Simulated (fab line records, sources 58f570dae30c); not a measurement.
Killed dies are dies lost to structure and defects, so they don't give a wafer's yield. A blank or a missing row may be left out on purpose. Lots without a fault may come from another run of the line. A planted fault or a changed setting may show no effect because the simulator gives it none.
A struck lot beside a sound one | flow berkeley_cmos170 | 15 steps out of a route of 331
Sound: wafers L752.3, L752.5, L752.6. Struck: wafers L743.1, L743.3, L743.4. The cause comes at the end.
At each step with rows: each side's tool, then ch and its chambers, then its first start. Under that, the readings that differ: sound wafers | struck wafers | difference of the means | sigmas: that difference in standard deviations of wafers without a fault.
alike: readings whose means differ by less than 2 such deviations, and words and numbers that are the same on both sides. not compared: withheld readings, readings that some wafer has no value for, bounds like >300 that may hide the same value, and numbers for which the record gives no deviation and whose values overlap.
The two part at a step that has a row with sigmas, a row that says differs or no value, or rows on one side only. Numbers that don't overlap but have no deviation are shown without sigmas and don't part them. A reading that every wafer of one side lacks parts them only if that side has two wafers or more.

first, 1 step without rows for these wafers: UCB170_CONTACT_SOFTBAKE_05 (time 60 s).
UCB170_CONTACT_STRIP_06: strips in O2.
  sound on plasma_asher-03 ch 0,1, day 12 10:34; struck on plasma_asher-04 ch 0,1, day 10 13:10
  alike: drypump_motor_current_A, oes_product_au, strip_time_to_endpoint_s
  not compared: rf_hours_counter_h
then, 1 step without rows for these wafers: UCB170_CONTACT_CLEAN_07 (cleans in SPM, time 600 s).
UCB170_CONTACT_RTA_08: time 10 s.
  sound on rtp_anneal-01 ch 0, day 12 10:51; struck on rtp_anneal-01 ch 0, day 10 13:27
  alike: lamp_power_pct, wafer_temp_C_max
then, 6 steps without rows for these wafers: UCB170_CONTACT_COAT_09; UCB170_CONTACT_COAT_10 (resist thk 900 nm); UCB170_CONTACT_SOFTBAKE_11 (time 60 s); UCB170_CONTACT_EXPOSE_12 (exposes mask CONT, target cd 700 nm); UCB170_CONTACT_PEB_13; UCB170_CONTACT_DEVELOP_14 (develop time 45 s).
UCB170_CONTACT_CD_MEAS_15: target cd 700 nm.
  sound on cd_sem-01, day 12 11:56; struck on cd_sem-02, day 10 14:49
  alike: cd_nm
UCB170_CONTACT_OVL_MEAS_16:
  sound on overlay-02, day 12 12:01; struck on overlay-02, day 10 14:56
  alike: CONTACT_OVL
UCB170_CONTACT_ETCH_17: etches BARC in N2/H2.
  sound on rie_diel-01 ch 1,2,3, day 12 12:03; struck on rie_diel-03 ch 0,1,2, day 10 14:58
  reading               | sound             | struck            | difference | sigmas
  oes_product_au (a.u.) | 0.985 1.026 1.040 | 1.271 1.264 1.290 | +0.258     | +12
  alike: drypump_motor_current_A, throttle_valve_pct
  not compared: model.CONTACT.cd_nm
UCB170_CONTACT_ETCH_18: etches PSG in CHF3/CF4/Ar, stops on TiSi2, target depth 840 nm, time 195 s.
  sound on rie_diel-01 ch 1,2,3; struck on rie_diel-03 ch 0,1,2
  reading                  | sound             | struck          | difference | sigmas
  model.CONTACT.cd_nm (nm) | 698.8 701.9 700.5 | 703.2 704.8 704 | +3.6       |
  alike: drypump_motor_current_A, oes_product_au, throttle_valve_pct
  not compared: rf_hours_counter_h
UCB170_CONTACT_STRIP_19: strips in O2.
  sound on plasma_asher-03 ch 0,1, day 12 12:15; struck on plasma_asher-03 ch 0,1, day 10 15:08
  alike: drypump_motor_current_A, oes_product_au
  not compared: rf_hours_counter_h

WHERE THEY PART
Only at UCB170_CONTACT_ETCH_17, within this record. Later steps at which nothing parts them and some readings are alike: UCB170_CONTACT_ETCH_18, UCB170_CONTACT_STRIP_19.

WHY: what the simulator had put in
Process parameter drift: rie_diel-03, from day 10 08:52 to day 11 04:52, at UCB170_CONTACT_ETCH_17. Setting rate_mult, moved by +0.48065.
